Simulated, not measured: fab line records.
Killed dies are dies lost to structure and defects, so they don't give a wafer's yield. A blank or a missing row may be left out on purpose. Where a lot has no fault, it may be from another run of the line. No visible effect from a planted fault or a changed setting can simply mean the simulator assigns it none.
Struck lot and sound lot, side by side -- flow rit cmos -- 21 steps out of a route of 202
Sound: wafers L860.1, L860.5, L860.6. The struck wafers were L872.3, L872.5, L872.6. The cause is named last.
Each step with rows lists, per side, the tool, then ch with its chambers, then its first start. Under that, the readings that differ: sound wafers -- struck wafers -- difference of the means -- sigmas: that difference in standard deviations of wafers without a fault.
alike: words and numbers the same on both sides, and readings whose means are apart by under 2 such deviations; not compared: readings that were withheld, readings missing a value for some wafer, numbers with overlapping values and no deviation given by the record, and bounds like >300 which may hide the same value.
Wherever a step has rows on one side only, a row that says differs or no value, or a row with sigmas, the two part there. Non-overlapping numbers with no deviation appear without sigmas and do not part them. A reading missing from all wafers of one side parts the sides only when that side holds two or more wafers.

first, 4 steps without rows for these wafers: RIT_ACTIVE_CLEAN_15 (cleans in SC1, time 600 s); RIT_ACTIVE_CLEAN_16 (cleans in dHF, time 30 s); RIT_ACTIVE_CLEAN_17 (cleans in SC2, time 600 s); RIT_FOX1_OXIDATION_00 (target thk 350.7 nm, ox time 1086 s).
RIT_FOX1_THK_MEAS_01:
  sound on film metro-03, day 2 03:32; struck on film metro-02, day 4 20:20
  alike: FOX1_OXIDE_THK
then, 2 steps without rows for these wafers: RIT_FOX1_WET_ETCH_02 (etches SiO2 in BOE, target depth 350 nm, time 390 s); RIT_FOX2_OXIDATION_00 (target thk 350.7 nm, ox time 1130 s).
RIT_FOX2_THK_MEAS_01:
  sound on film metro-02, day 2 05:02; struck on film metro-02, day 4 23:35
  alike: FOX2_OXIDE_THK
then, 2 steps without rows for these wafers: RIT_FOX2_CLEAN_02 (cleans in dHF, time 180 s); RIT_FOX2_WET_ETCH_03 (etches Si3N4 in H3PO4, target depth 195 nm, time 2700 s).
RIT_FOX2_THK_MEAS_90:
  sound on film metro-03, day 2 05:55; struck on film metro-03, day 5 00:28
  alike: FIELD_OXIDE_LEFT_1_THK
then, 1 step without rows for these wafers: RIT_NWELL_HMDS_00 (prime time 60 s).
RIT_NWELL_COAT_01: resist thk 1300 nm.
  sound on litho track-02 ch 0, day 2 06:07; struck on litho track-04 ch 0, day 5 00:50
reading,sound,struck,difference,sigmas
spin speed rpm (rpm),2001.1 2000.7 2000.9,1921.1 1919.8 1921.3,-80.2,-67
model.NOVOLAK_of_NWELL_COAT_01.thk nm (nm),1298 1297 1299,1324 1326 1324,+27,
then, 4 steps without rows for these wafers: RIT_NWELL_SOFTBAKE_02 (time 60 s); RIT_NWELL_EXPOSE_03 (exposes mask M2, target cd 43900 nm); RIT_NWELL_PEB_04; RIT_NWELL_DEVELOP_05 (develop time 71.32 s).
RIT_NWELL_OVL_MEAS_06:
  sound on overlay-02, day 2 06:51; struck on overlay-01, day 5 01:40
reading,sound,struck,difference,sigmas
NWELL_OVL (nm),-1.5 -0.6 -1.0,2.5 1.0 1.3,+2.6,+2
RIT_NWELL_HARDBAKE_07: time 120 s.
  sound on litho track-04 ch 0, day 2 06:53; struck on litho track-03 ch 0, day 5 01:46
reading,sound,struck,difference,sigmas
model.NOVOLAK_of_NWELL_COAT_01.thk nm (nm),1135 1134 1136,1158 1159 1158,+23,
following that, these wafers have no rows for 1 step: RIT_NWELL_IMPLANT_08.
RIT_M1_PROBE_99:
  sound on prober-01, day 3 20:35; struck on prober-02, day 6 19:27
  alike: killed at contacts, killed at front end, killed dies, killed on rim, killed open, killed short

## WHERE THEY PART
At RIT_NWELL_COAT_01 first; at RIT_NWELL_OVL_MEAS_06 last (within this record only). Later steps at which nothing parts them and some readings are alike: RIT_M1_PROBE_99.

WHY: whatever the simulator had introduced
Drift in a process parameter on litho track-04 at RIT_NWELL_COAT_01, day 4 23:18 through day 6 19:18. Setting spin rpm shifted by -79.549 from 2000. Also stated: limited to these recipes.
